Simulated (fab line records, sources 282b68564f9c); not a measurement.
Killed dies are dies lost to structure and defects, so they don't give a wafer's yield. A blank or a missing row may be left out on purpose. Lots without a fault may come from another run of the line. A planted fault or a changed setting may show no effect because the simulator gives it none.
A struck lot beside a sound one | flow rit_cmos | 43 steps out of a route of 202
Sound: wafers L342.1, L342.3, L342.5. Struck: wafers L356.1, L356.2, L356.6. The cause comes at the end.
At each step with rows: each side's tool, then ch and its chambers, then its first start. Under that, the readings that differ: sound wafers | struck wafers | difference of the means | sigmas: that difference in standard deviations of wafers without a fault.
alike: readings whose means differ by less than 2 such deviations, and words and numbers that are the same on both sides. not compared: withheld readings, readings that some wafer has no value for, bounds like >300 that may hide the same value, and numbers for which the record gives no deviation and whose values overlap.
The two part at a step that has a row with sigmas, a row that says differs or no value, or rows on one side only. Numbers that don't overlap but have no deviation are shown without sigmas and don't part them. A reading that every wafer of one side lacks parts them only if that side has two wafers or more.

RIT_ACTIVE_THK_MEAS_02:
  sound on film_metro-03, day 2 04:12; struck on film_metro-03, day 5 02:40
  alike: ACTIVE_OXIDE_THK
then, 1 step without rows for these wafers: RIT_ACTIVE_CVD_03 (deposits Si3N4 from SiH2Cl2/NH3, target thk 150 nm, time 1500 s).
RIT_ACTIVE_THK_MEAS_04:
  sound on film_metro-03, day 2 05:41; struck on film_metro-03, day 5 04:08
  alike: ACTIVE_NITRIDE_THK
then, 6 steps without rows for these wafers: RIT_ACTIVE_HMDS_05 (prime time 60 s); RIT_ACTIVE_COAT_06 (resist thk 1000 nm); RIT_ACTIVE_SOFTBAKE_07 (time 60 s); RIT_ACTIVE_EXPOSE_08 (exposes mask M1, target cd 1400 nm); RIT_ACTIVE_PEB_09; RIT_ACTIVE_DEVELOP_10 (develop time 50 s).
RIT_ACTIVE_CD_MEAS_11: target cd 1400 nm.
  sound on cd_sem-02, day 2 06:43; struck on cd_sem-01, day 5 05:11
  alike: cd_nm
then, 1 step without rows for these wafers: RIT_ACTIVE_HARDBAKE_12 (time 60 s).
RIT_ACTIVE_ETCH_13: etches Si3N4 in SF6, stops on SiO2, time 210 s, target depth 210 nm.
  sound on rie_diel-01 ch 0,1,2, day 2 06:59; struck on rie_diel-01 ch 1,2,3, day 5 05:27
  alike: SF6_flow_sccm, chamber_pressure_mTorr, drypump_motor_current_A, oes_product_au, throttle_valve_pct
  not compared: rf_hours_counter_h
RIT_ACTIVE_STRIP_14: strips in O2, time 180 s.
  sound on plasma_asher-01 ch 1, day 2 07:07; struck on plasma_asher-02 ch 0,1, day 5 05:35
  alike: chamber_pressure_mTorr, drypump_motor_current_A
  not compared: rf_hours_counter_h
RIT_ACTIVE_CD_MEAS_90: target cd 1400 nm.
  sound on cd_sem-02, day 2 07:17; struck on cd_sem-01, day 5 05:52
  alike: cd_nm
then, 4 steps without rows for these wafers: RIT_ACTIVE_CLEAN_15 (cleans in SC1, time 600 s); RIT_ACTIVE_CLEAN_16 (cleans in dHF, time 30 s); RIT_ACTIVE_CLEAN_17 (cleans in SC2, time 600 s); RIT_FOX1_OXIDATION_00 (target thk 350.7 nm, ox time 1130 s).
RIT_FOX1_THK_MEAS_01:
  sound on film_metro-01, day 2 11:55; struck on film_metro-04, day 5 08:26
  alike: FOX1_OXIDE_THK
then, 2 steps without rows for these wafers: RIT_FOX1_WET_ETCH_02 (etches SiO2 in BOE, target depth 350 nm, time 390 s); RIT_FOX2_OXIDATION_00 (target thk 350.7 nm, ox time 1130 s).
RIT_FOX2_THK_MEAS_01:
  sound on film_metro-01, day 2 16:02; struck on film_metro-01, day 5 11:47
  reading             | sound       | struck      | difference | sigmas
  FOX2_OXIDE_THK (nm) | 340 341 338 | 352 359 355 | +16        | +2
then, 2 steps without rows for these wafers: RIT_FOX2_CLEAN_02 (cleans in dHF, time 180 s); RIT_FOX2_WET_ETCH_03 (etches Si3N4 in H3PO4, target depth 195 nm, time 2700 s).
RIT_FOX2_THK_MEAS_90:
  sound on film_metro-03, day 2 16:55; struck on film_metro-03, day 5 12:40
  reading                     | sound       | struck      | difference | sigmas
  FIELD_OXIDE_LEFT_1_THK (nm) | 312 314 311 | 325 332 328 | +16        | +2
then, 6 steps without rows for these wafers: RIT_NWELL_HMDS_00 (prime time 60 s); RIT_NWELL_COAT_01 (resist thk 1300 nm); RIT_NWELL_SOFTBAKE_02 (time 60 s); RIT_NWELL_EXPOSE_03 (exposes mask M2, target cd 43900 nm); RIT_NWELL_PEB_04; RIT_NWELL_DEVELOP_05 (develop time 68 s).
RIT_NWELL_OVL_MEAS_06:
  sound on overlay-02, day 2 17:51; struck on overlay-01, day 5 13:37
  alike: NWELL_OVL
then, 2 steps without rows for these wafers: RIT_NWELL_HARDBAKE_07 (time 120 s); RIT_NWELL_IMPLANT_08.
RIT_NWELL_STRIP_09: strips in O2, time 180 s.
  sound on plasma_asher-01 ch 0,1, day 2 18:17; struck on plasma_asher-03 ch 0,1, day 5 14:02
  alike: chamber_pressure_mTorr, drypump_motor_current_A
  not compared: rf_hours_counter_h
RIT_NWELL_TW_MEAS_10:
  sound on film_metro-03, day 2 18:28; struck on film_metro-01, day 5 14:13
  reading  | sound          | struck         | difference | sigmas
  NWELL_TW | 2181 2169 2173 | 2100 2104 2119 | -67        | -2
then, 6 steps without rows for these wafers: RIT_PWELL_HMDS_00 (prime time 60 s); RIT_PWELL_COAT_01 (resist thk 1300 nm); RIT_PWELL_SOFTBAKE_02 (time 60 s); RIT_PWELL_EXPOSE_03 (exposes mask M3, target cd 43700 nm); RIT_PWELL_PEB_04; RIT_PWELL_DEVELOP_05 (develop time 68 s).
-- the record jumps here: 2 days lie between the struck wafers' starts before and after (it left off in module PWELL and takes up again in module M1, whose first step shown is number 202 of the route) --
RIT_M1_PROBE_99:
  sound on prober-01, day 4 09:02; struck on prober-01, day 7 15:47
  reading             | sound  | struck   | difference | sigmas
  killed_at_front_end | 5 3 10 | 27 19 30 | +19        | +7
  killed_dies         | 5 3 10 | 28 19 30 | +20        | +7
  killed_on_rim       | 0 1 5  | 12 9 13  | +9         | +7
  alike: killed_at_contacts, killed_open, killed_short

WHERE THEY PART
First at RIT_FOX2_THK_MEAS_01; last, within this record, at RIT_M1_PROBE_99.

WHY: what the simulator had put in
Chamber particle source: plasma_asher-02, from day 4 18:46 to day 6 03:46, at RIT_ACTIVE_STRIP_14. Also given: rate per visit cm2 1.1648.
